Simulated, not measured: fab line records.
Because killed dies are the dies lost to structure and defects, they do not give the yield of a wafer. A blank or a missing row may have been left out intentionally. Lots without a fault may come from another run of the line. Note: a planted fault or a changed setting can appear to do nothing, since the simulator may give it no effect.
Comparing a struck lot with a sound one	flow rit cmos	23 out of 202 route steps
Sound: wafers L961.3, L961.4, L961.5. Struck: wafers L966.2, L966.3, L966.6. The cause is named last.
For every step that has rows: the tool of each side, followed by ch and its chambers, followed by its first start. Under that, the readings that differ: sound wafers	struck wafers	difference of the means	sigmas: that difference in standard deviations of wafers without a fault.
alike: readings with means less than 2 such deviations apart, plus words and numbers identical on both sides. not compared: withheld readings, readings lacking a value on some wafer, bounds such as >300 that could conceal the same value, and numbers that have no deviation in the record and whose values overlap.
A row with sigmas, a row that says differs or no value, or rows on one side alone: a step with any of these is where the two part. When numbers do not overlap yet have no deviation, they are printed without sigmas and do not part them. A reading that every wafer of one side lacks parts them only if that side has two wafers or more.

RIT_CONTACT_CD_MEAS_08: target cd 1000 nm.
  sound on cd sem-02, day 4 13:14; struck on cd sem-02, day 5 16:13
  alike: cd nm
RIT_CONTACT_OVL_MEAS_09:
  sound on overlay-01, day 4 13:19; struck on overlay-01, day 5 16:19
  alike: CONTACT_OVL
then, 1 step without rows for these wafers: RIT_CONTACT_HARDBAKE_10 (time 60 s).
RIT_CONTACT_ETCH_11: etches SiO2 in CHF3/CF4/Ar, stops on TiSi2, target depth 480 nm, time 320 s.
  sound on rie diel-01 ch 1,2,3, day 4 13:30; struck on rie diel-01 ch 0,3, day 5 16:35
  alike: drypump motor current A, mfc ar sccm, oes product au, throttle valve pct
  not compared: rf hours counter h
RIT_CONTACT_STRIP_12: strips in O2, time 180 s.
  sound on plasma asher-01 ch 0,1, day 4 13:45; struck on plasma asher-04 ch 0,1, day 5 16:46
  alike: drypump motor current A
  not compared: rf hours counter h
RIT_CONTACT_CD_MEAS_90: target cd 1000 nm.
  sound on cd sem-02, day 4 13:55; struck on cd sem-01, day 5 16:58
  alike: cd nm
then, 2 steps without rows for these wafers: RIT_CONTACT_CLEAN_13 (cleans in SC1, time 600 s); RIT_CONTACT_CLEAN_14 (cleans in SC2, time 600 s).
RIT_M1_SPUTTER_00: material Al, target thk 400 nm, time 500 s.
  sound on pvd sputter-01, day 4 14:21; struck on pvd sputter-02, day 5 17:29
  alike: substrate temp c, throttle valve pct
RIT_M1_RS_MEAS_01: the measuring method here is four-point-probe.
  sound on film metro-04, day 4 14:41; struck on film metro-04, day 5 17:48
reading	sound	struck	difference	sigmas
M1_AL_RS (ohm/sq)	0.0728 0.0719 0.0735	0.0743 0.0749 0.0748	+0.0019	+2
RIT_M1_THK_MEAS_02: measures by xrf.
  sound on film metro-04, day 4 14:47; struck on film metro-04, day 5 17:55
reading	sound	struck	difference	sigmas
M1_AL_THK (nm)	401 407 402	394 390 390	-12	-2
then, 1 step without rows for these wafers: RIT_M1_HMDS_03 (prime time 60 s).
RIT_M1_COAT_04: resist thk 1300 nm.
  sound on litho track-02 ch 0, day 4 15:03; struck on litho track-04 ch 0, day 5 18:09
reading	sound	struck	difference	sigmas
spin speed rpm (rpm)	2001.0 1998.3 1998.2	1851.2 1850.7 1850.7	-148.3	-99 or more
model.NOVOLAK_of_M1_COAT_04.thk nm (nm)	1302 1307 1303	1358 1360 1357	+54	
  alike: dispense pressure kPa
then, 4 steps without rows for these wafers: RIT_M1_SOFTBAKE_05 (time 60 s); RIT_M1_EXPOSE_06 (exposes mask M12, target cd 2600 nm); RIT_M1_PEB_07; RIT_M1_DEVELOP_08 (develop time 68 s).
RIT_M1_CD_MEAS_09: target cd 2600 nm.
  sound on cd sem-01, day 4 15:54; struck on cd sem-01, day 5 18:52
reading	sound	struck	difference	sigmas
cd nm (nm)	2599.2 2599.9 2597.5	2607.4 2607.5 2605.9	+8.1	+4
RIT_M1_OVL_MEAS_10:
  sound on overlay-01, day 4 15:59; struck on overlay-01, day 5 18:59
  alike: M1_OVL
then, 1 step without rows for these wafers: RIT_M1_HARDBAKE_11 (time 120 s).
RIT_M1_METAL_ETCH_12: etches Al in Cl2/BCl3, stops on SiO2, time 165 s, target depth 600 nm.
  sound on rie metal-02 ch 0,1, day 4 16:19; struck on rie metal-03 ch 0,1, day 5 19:16
reading	sound	struck	difference	sigmas
throttle valve pct (%)	8.31 8.15 8.14	8.36 8.37 8.30	+0.14	+2
model.NOVOLAK_of_M1_COAT_04.thk nm (nm)	820 826.4 819.6	839.6 839.6 858.4	+23.9	
  alike: drypump motor current A, he backside leak sccm, oes product au
  not compared: rf hours counter h
then, 1 step without rows for these wafers: RIT_M1_STRIP_13 (strips in nmp, time 600 s).
RIT_M1_PROBE_99:
  sound on prober-01, day 4 18:38; struck on prober-02, day 5 21:34
  alike: killed at contacts, killed at front end, killed dies, killed open, killed short

## WHERE THEY PART
Earliest at RIT_M1_RS_MEAS_01; latest, in this record, at RIT_M1_METAL_ETCH_12. Later steps at which nothing parts them and some readings are alike: RIT_M1_PROBE_99.

WHY: what the simulator had put in
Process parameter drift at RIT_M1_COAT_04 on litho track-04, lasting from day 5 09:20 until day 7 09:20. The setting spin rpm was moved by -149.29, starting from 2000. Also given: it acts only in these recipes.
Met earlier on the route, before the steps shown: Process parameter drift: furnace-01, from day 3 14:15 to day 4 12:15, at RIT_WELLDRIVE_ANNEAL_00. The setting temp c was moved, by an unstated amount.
